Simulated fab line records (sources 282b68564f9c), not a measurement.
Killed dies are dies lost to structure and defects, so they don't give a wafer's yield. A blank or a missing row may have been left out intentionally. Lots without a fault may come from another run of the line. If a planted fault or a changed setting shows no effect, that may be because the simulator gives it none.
Which tool did it? -- flow rit cmos -- 14 lots, 42 wafers sampled, at 6 steps of a route of 202

## WHAT THE GAUGES SHOWED, per wafer
RIT_PWELL_TW_MEAS_10.
lot,measured,on,PWELL_TW
L154,day 2 03:28,film metro-04,971 966 965
L156,day 2 14:49,film metro-04,962 965 959
L159,day 3 06:04,film metro-01,961 953 962
L160,day 3 13:29,film metro-02,949 941 946
L161,day 3 16:38,film metro-02,939 938 940
L162,day 3 19:38,film metro-04,958 958 966
L163,day 4 01:23,film metro-04,966 969 961
L164,day 4 07:07,film metro-01,961 964 964
L165,day 4 10:41,film metro-01,962 962 964
L166,day 4 15:56,film metro-01,957 957 961
L170,day 5 11:55,film metro-02,822 827 820 823 819 825
L171,day 5 16:23,film metro-01,960 961 961
L174,day 6 08:19,film metro-02,820 818 824 824 818 820
L175,day 6 12:34,film metro-04,952 951 952

RIT_WELLDRIVE_RS_MEAS_02: a four-point-probe measurement.
lot,measured,on,PWELL_RS (ohm/sq)
L154,day 2 08:44,film metro-04,429.3 428.2 428.3
L156,day 2 20:55,film metro-04,429.6 429.8 428.7
L159,day 3 12:14,film metro-04,429.1 429.7 429.0
L160,day 3 18:44,film metro-04,430.4 430.3 429.7
L161,day 3 21:55,film metro-04,430.4 430.0 430.5
L162,day 4 00:55,film metro-04,430.6 429.8 431.0
L163,day 4 06:39,film metro-04,428.5 428.7 430.4
L164,day 4 12:23,film metro-02,428.0 426.6 427.3
L165,day 4 16:01,film metro-02,430.4 429.3 429.6
L166,day 4 21:13,film metro-01,431.8 429.6 430.4
L170,day 5 22:46,film metro-02,570.6 567.6 568.3 571.3 565.9 569.8
L171,day 5 21:39,film metro-02,429.2 428.9 430.3
L174,day 6 15:49,film metro-04,573.7 575.7 573.7 572.5 575.3 573.9
L175,day 6 17:52,film metro-01,430.1 430.9 430.5

RIT_SDANNEAL_RS_MEAS_07: a four-point-probe measurement.
lot,measured,on,NLDD_RS (ohm/sq)
L154,day 3 08:19,film metro-01,150.8 151.5 151.3
L156,day 3 20:37,film metro-03,151.5 152.0 152.5
L159,day 4 11:10,film metro-03,151.9 151.7 151.9
L160,day 4 18:11,film metro-03,151.2 150.9 151.2
L161,day 4 18:42,film metro-02,151.2 150.9 152.1
L162,day 4 22:22,film metro-02,152.3 152.2 151.8
L163,day 5 06:20,film metro-03,150.8 150.8 150.8
L164,day 5 09:46,film metro-03,151.3 151.1 150.9
L165,day 5 13:38,film metro-03,152.0 151.8 151.9
L166,day 5 18:39,film metro-01,152.1 151.6 151.0
L171,day 6 19:23,film metro-01,151.6 151.5 150.9
L175,day 7 16:18,film metro-02,151.8 152.1 151.6

RIT_CONTACT_CD_MEAS_90: target cd 1000 nm.
lot,measured,on,cd nm (nm)
L154,day 3 10:50,cd sem-01,1000.5 998.7 1000.5
L156,day 3 23:01,cd sem-01,1002.5 1000.1 1000.6
L159,day 4 13:41,cd sem-01,995.9 997.2 994.7
L160,day 4 20:45,cd sem-02,998.5 997.6 998.6
L161,day 4 21:14,cd sem-01,998.3 999.0 997.7
L162,day 5 00:59,cd sem-02,1000.1 999.6 999.0
L163,day 5 08:52,cd sem-01,1000.3 999.5 999.9
L164,day 5 12:15,cd sem-02,1000.0 1000.9 1001.6
L165,day 5 16:12,cd sem-02,999.2 998.5 998.5
L166,day 5 21:11,cd sem-02,994.9 996.1 996.7
L171,day 6 21:56,cd sem-01,998.6 998.4 996.7
L175,day 7 18:49,cd sem-02,1000.2 1001.2 1002.1

RIT_M1_OVL_MEAS_10.
lot,measured,on,M1_OVL (nm)
L154,day 3 12:46,overlay-01,1.6 0.5 -0.5
L156,day 4 00:58,overlay-02,2.1 2.1 1.5
L159,day 4 15:48,overlay-01,0.7 1.7 -1.0
L160,day 4 23:02,overlay-01,0.4 0.5 1.5
L161,day 4 23:19,overlay-01,1.6 0.2 2.1
L162,day 5 03:09,overlay-02,1.3 0.4 -0.3
L163,day 5 10:59,overlay-01,-0.1 0.5 0.1
L164,day 5 14:13,overlay-02,-0.3 -1.0 -0.8
L165,day 5 18:09,overlay-02,-0.9 0.7 -0.8
L166,day 5 23:16,overlay-02,-1.3 0.1 0.7
L171,day 6 23:53,overlay-02,-0.1 0.2 -0.1
L175,day 7 20:52,overlay-02,-0.1 0.0 -0.8

## EACH LOT AND THE TOOL THAT RAN IT (in order: tool; ch and the chambers of the sampled wafers; start)
lot,RIT_PWELL_IMPLANT_08
L154,"implanter-01 ch 0, day 2 03:09"
L156,"implanter-03 ch 0, day 2 14:30"
L159,"implanter-04 ch 0, day 3 05:46"
L160,"implanter-04 ch 0, day 3 13:09"
L161,"implanter-04 ch 0, day 3 16:20"
L162,"implanter-03 ch 0, day 3 19:20"
L163,"implanter-04 ch 0, day 4 01:04"
L164,"implanter-01 ch 0, day 4 06:49"
L165,"implanter-03 ch 0, day 4 10:22"
L166,"implanter-03 ch 0, day 4 15:38"
L170,"implanter-03 ch 0, day 5 11:35"
L171,"implanter-01 ch 0, day 5 16:04"
L174,"implanter-03 ch 0, day 6 08:02"
L175,"implanter-04 ch 0, day 6 12:17"
- RIT_PWELL_IMPLANT_08

## WHAT THE TOOLS THEMSELVES READ (means of the sampled wafers that have a number; where no wafer has one, the mark that the record gives instead)
RIT_PWELL_IMPLANT_08.
lot,tool,dose ions cm2,faraday current uA
L154,implanter-01,6.992e+13,224
L156,implanter-03,7.001e+13,224
L159,implanter-04,6.996e+13,222
L160,implanter-04,6.997e+13,222
L161,implanter-04,7.001e+13,227
L162,implanter-03,7.001e+13,226
L163,implanter-04,7.001e+13,220
L164,implanter-01,7.001e+13,222
L165,implanter-03,7.009e+13,224
L166,implanter-03,6.996e+13,218
L170,implanter-03,4.485e+13,140
L171,implanter-01,6.993e+13,220
L174,implanter-03,4.500e+13,144
L175,implanter-04,6.999e+13,223

## THE ANSWER, worked out from the rows above alone
Rule: what is usual is taken from the lots themselves. The widest of any qualifying gaps counts: lots, ordered by their means at a reading, are off when they make up no more than a third of the lots, leave a main group of 4 or more, and stand apart from it by 3 or more times the standard deviation of that group's means. Not used: any main group whose means are identical at the precision the tables above print for the reading. A lot without any number at a reading at which 4 lots or more have one is off too. All remaining lots with rows at the step are treated as sound. Order of review: gauges by route order, followed by the tools' own readings, for which a lot's mean as printed above is used. At the first step where some lot is off, the reading lying furthest off is the one used; lots without a number count as furthest.
Off: at RIT_PWELL_TW_MEAS_10 (PWELL_TW), L170, L174. For the main group the mean is 958 and the standard deviation 8.1.
If a tool, at a process step before that reading, ran all the lots that are off and no sound lot after the first of them, it fits. Not tried: the gauges at RIT_PWELL_TW_MEAS_10; whatever is off there is also off at RIT_PWELL_IMPLANT_08, on other tools, and gauge error can't account for it. One fits: implanter-03 at RIT_PWELL_IMPLANT_08. A fault onset in the window from L166 (day 4 15:38, its last sound lot) to L170 (day 5 11:35, its first lot off) fits.
The tool's own readings at RIT_PWELL_IMPLANT_08 bear it out: on the lots that are off they differ by more than 5 times the standard deviation of the sound lots' means. dose ions cm2 reads 4.492e+13 there against 6.999e+13 on the sound lots; faraday current uA reads 142 there against 223 on the sound lots.

## WHAT THE SIMULATOR HAD INSERTED
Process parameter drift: implanter-03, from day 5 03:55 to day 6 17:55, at RIT_PWELL_IMPLANT_08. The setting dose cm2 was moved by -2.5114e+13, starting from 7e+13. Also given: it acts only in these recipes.
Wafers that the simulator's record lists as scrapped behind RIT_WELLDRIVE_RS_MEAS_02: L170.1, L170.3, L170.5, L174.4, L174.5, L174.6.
Shown lots that were struck: L170, L174. The rule above found the same.
